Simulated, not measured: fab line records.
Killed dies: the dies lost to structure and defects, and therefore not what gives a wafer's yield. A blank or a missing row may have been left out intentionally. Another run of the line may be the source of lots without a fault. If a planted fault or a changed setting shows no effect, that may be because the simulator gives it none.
A struck lot beside a sound one + flow rit-cmos + 17 steps out of a route of 202
Sound: the wafers L810.1, L810.5, L810.6. Wafers struck: L826.2, L826.3, L826.5. The cause is named last.
Order at every step that has rows: each side's tool, ch and its chambers, its first start. Under that, the readings that differ: sound wafers + struck wafers + difference of the means + sigmas: that difference in standard deviations of wafers without a fault.
alike: words and numbers the same on both sides, and readings whose means are apart by under 2 such deviations; not compared: readings that were withheld, readings missing a value for some wafer, numbers with overlapping values and no deviation given by the record, and bounds like >300 which may hide the same value.
A row with sigmas, a row that says differs or no value, or rows on one side alone: a step with any of these is where the two part. Non-overlapping numbers with no deviation appear without sigmas and do not part them. Lack of a reading on every wafer of one side parts them only where that side has two or more wafers.

RIT_NWELL_TW_MEAS_10:
  struck on film-metro-03, day 5 16:23; sound on film-metro-04, day 2 02:00
  alike: NWELL_TW
then, 6 steps without rows for these wafers: RIT_PWELL_HMDS_00 (prime time 60 s); RIT_PWELL_COAT_01 (resist thk 1300 nm); RIT_PWELL_SOFTBAKE_02 (time 60 s); RIT_PWELL_EXPOSE_03 (exposes mask M3, target cd 43700 nm); RIT_PWELL_PEB_04; RIT_PWELL_DEVELOP_05 (develop time 68 s).
RIT_PWELL_OVL_MEAS_06:
  struck on overlay-01, day 5 17:26; sound on overlay-01, day 2 03:04
  alike: PWELL_OVL
then, 2 steps without rows for these wafers: RIT_PWELL_HARDBAKE_07 (time 120 s); RIT_PWELL_IMPLANT_08.
RIT_PWELL_STRIP_09: strips in O2, time 180 s.
  sound on plasma-asher-04 ch 0,1, day 2 03:30; struck on plasma-asher-04 ch 0,1, day 5 17:52
  alike: drypump-motor-current-A, o2-flow-sccm
  not compared: rf-hours-counter-h
RIT_PWELL_TW_MEAS_10:
  struck on film-metro-03, day 5 18:04; sound on film-metro-03, day 2 03:41
  alike: PWELL_TW
RIT_WELLDRIVE_ANNEAL_00: time 14700 s.
  sound on furnace-01 ch 0, day 2 07:10; struck on furnace-01 ch 0, day 5 19:16
| reading                | sound                | struck               | difference | sigmas      |
|------------------------|----------------------|----------------------|------------|-------------|
| spike-tc-centre-C (C)  | 1104.4 1101.7 1102.1 | 1084.3 1085.0 1085.1 | -17.9      | -12         |
| spike-tc-load-C (C)    | 1123 1121 1122       | 1105 1106 1106       | -16        | -5          |
| spike-tc-source-C (C)  | 1121 1120 1122       | 1102 1104 1103       | -18        | -4          |
| tube-center-temp-C (C) | 1099.9 1100 1100     | 1082 1082.1 1081.8   | -18        | -99 or more |
| tube_center_temp_C_max | 1102.9 1102.9 1102.9 | 1084.4 1085.0 1084.6 | -18.2      | -42         |
RIT_WELLDRIVE_RS_MEAS_01: measurement is done with a four-point probe.
  struck on film-metro-01, day 6 00:23; sound on film-metro-04, day 2 12:14
| reading           | sound             | struck            | difference | sigmas |
|-------------------|-------------------|-------------------|------------|--------|
| NWELL_RS (ohm/sq) | 275.4 274.9 274.8 | 295.9 296.4 295.3 | +20.8      | +35    |
RIT_WELLDRIVE_RS_MEAS_02: measurement is done with a four-point probe.
  struck on film-metro-01, day 6 00:30; sound on film-metro-04, day 2 12:22
| reading           | sound             | struck            | difference | sigmas |
|-------------------|-------------------|-------------------|------------|--------|
| PWELL_RS (ohm/sq) | 427.7 429.4 428.4 | 449.7 447.8 448.9 | +20.3      | +18    |
then, 1 step without rows for these wafers: RIT_NRETRO_HMDS_00 (prime time 60 s).
RIT_M1_PROBE_99:
  record: rows for the struck wafers here (prober-02, day 7 10:01), none for the sound ones

WHERE THEY PART
First at RIT_WELLDRIVE_ANNEAL_00; last, within this record, at RIT_M1_PROBE_99.

WHY: what the simulator had put in
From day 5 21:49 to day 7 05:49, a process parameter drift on furnace-01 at RIT_WELLDRIVE_ANNEAL_00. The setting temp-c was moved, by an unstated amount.
